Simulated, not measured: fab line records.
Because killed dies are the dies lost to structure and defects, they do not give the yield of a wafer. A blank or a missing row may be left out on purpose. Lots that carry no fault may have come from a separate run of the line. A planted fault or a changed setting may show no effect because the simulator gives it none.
What tool caused it?	flow rit_cmos	Sampling: 7 lots, 21 wafers, 2 of 202 route steps

## WHAT EACH GAUGE READ, for each wafer
RIT_NSD_OVL_MEAS_06.
lot	measured	on	NSD_OVL (nm)
L355	day 3 07:55	overlay-01	-0.3 -1.3 -1.0
L357	day 3 19:34	overlay-01	-0.8 0.5 0.9
L360	day 4 11:19	overlay-02	-0.9 0.8 1.7
L363	day 5 02:45	overlay-01	-0.3 0.8 1.0
L366	day 5 18:19	overlay-01	1.0 2.0 2.3
L374	day 7 18:57	overlay-01	-2.3 -0.8 0.1
L377	day 8 12:52	overlay-01	-1.3 -0.2 0.2

## EACH LOT AND THE TOOL THAT RAN IT (in order: tool; ch and the chambers of the sampled wafers; start)
lot	RIT_REOX_OXIDATION_03
L355	furnace-03 ch 0, day 2 21:57
L357	furnace-04 ch 0, day 3 10:34
L360	furnace-01 ch 0, day 4 02:14
L363	furnace-04 ch 0, day 4 17:41
L366	furnace-04 ch 0, day 5 08:14
L374	furnace-03 ch 0, day 7 07:32
L377	furnace-03 ch 0, day 8 03:43
- RIT_REOX_OXIDATION_03: target thk 25.2 nm, ox time 5580 s.

## THE ANSWER, worked out from the rows above alone
Rule: what is usual is taken from the lots themselves. The widest of any qualifying gaps counts: lots, ordered by their means at a reading, are off when they make up no more than a third of the lots, leave a main group of 4 or more, and stand apart from it by 3 or more times the standard deviation of that group's means. Not used: any main group whose means are identical at the precision the tables above print for the reading. Also off: a lot with no number at a reading for which 4 or more lots have one. Any other lot the step has rows for is counted as sound.
Nothing can be told from this: no lot is off at any reading shown.

## WHAT HAD BEEN PUT IN BY THE SIMULATOR
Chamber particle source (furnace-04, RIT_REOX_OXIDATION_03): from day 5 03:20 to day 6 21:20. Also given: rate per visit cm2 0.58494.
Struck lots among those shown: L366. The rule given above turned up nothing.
